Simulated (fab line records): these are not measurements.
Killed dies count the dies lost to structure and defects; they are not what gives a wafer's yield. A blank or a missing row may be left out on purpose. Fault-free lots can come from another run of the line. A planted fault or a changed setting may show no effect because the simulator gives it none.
A single fault, viewed from 2 desks	flow berkeley cmos170	what lay behind the numbers comes last; until then each desk has only its own

## THE METROLOGY DESK
What the gauges read, lot by lot, whatever tool the lot ran on: means of the sampled wafers that have a number. A lot is out of limits, marked OUT, if its mean lies more than 4 standard deviations from the usual mean; the brackets give that distance.
Columns: A = cd nm at UCB170_GATE_CD_MEAS_12, usual 350.1 nm
lot	first seen here	A
L340	day 6 12:29	348.5
L343	day 6 14:59	350.2
L341	day 6 15:17	352.4
L342	day 6 16:59	348.8
L345	day 7 16:48	349.3
L347	day 7 18:29	356.3 (+4.4) OUT
L344	day 7 18:44	350.6
L350	day 8 13:59	350.1
L349	day 8 14:17	348.4
L353	day 9 05:04	356.2 (+4.3) OUT
L354	day 9 05:29	351.3
L359	day 10 00:06	351.6
L357	day 10 00:17	347.2
L361	day 10 16:59	348.9
This desk's finding: out of limits on L347, L353; first on L347, day 7 18:29 (cd nm at UCB170_GATE_CD_MEAS_12). L340, L343, L341, L342, L345, L344, L350, L349, L354, L359, L357, L361 stayed within limits.

## DESK OF THE TOOL OWNER: litho track-03
UCB170_GATE_PEB_10, tool's own readings: per-lot mean of the sampled wafers with a number, covering each lot this tool ran. A lot is out of limits, marked OUT, if its mean lies more than 4 standard deviations from the usual mean; the brackets give that distance.
Columns: A = heater power total W at UCB170_GATE_PEB_10, usual 56.80 W
lot	first seen here	A
L340	day 6 12:13	56.75
L345	day 7 16:32	56.79
L347	day 7 18:13	58.30 (+31) OUT
L353	day 9 04:48	58.29 (+31) OUT
This desk's finding: out of limits on L347, L353; first on L347, day 7 18:13 (heater power total W at UCB170_GATE_PEB_10). L340, L345 stayed within limits.

## BROUGHT TOGETHER
An alarm could have come from the tool owner's desk at day 7 18:13, on L347, L353.
On L347, L353, the metrology desk was in a position to raise an alarm at day 7 18:29.
Every lot named ran UCB170_GATE_PEB_10 on litho track-03.

## WHAT THE SIMULATOR HAD INSERTED
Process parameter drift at UCB170_GATE_PEB_10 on litho track-03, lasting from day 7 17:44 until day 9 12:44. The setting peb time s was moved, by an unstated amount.
Struck lots among those shown: L347, L353.
Hours from the fault's start to each desk's first reading out of limits: the tool owner's desk, 0; the metrology desk, 1.
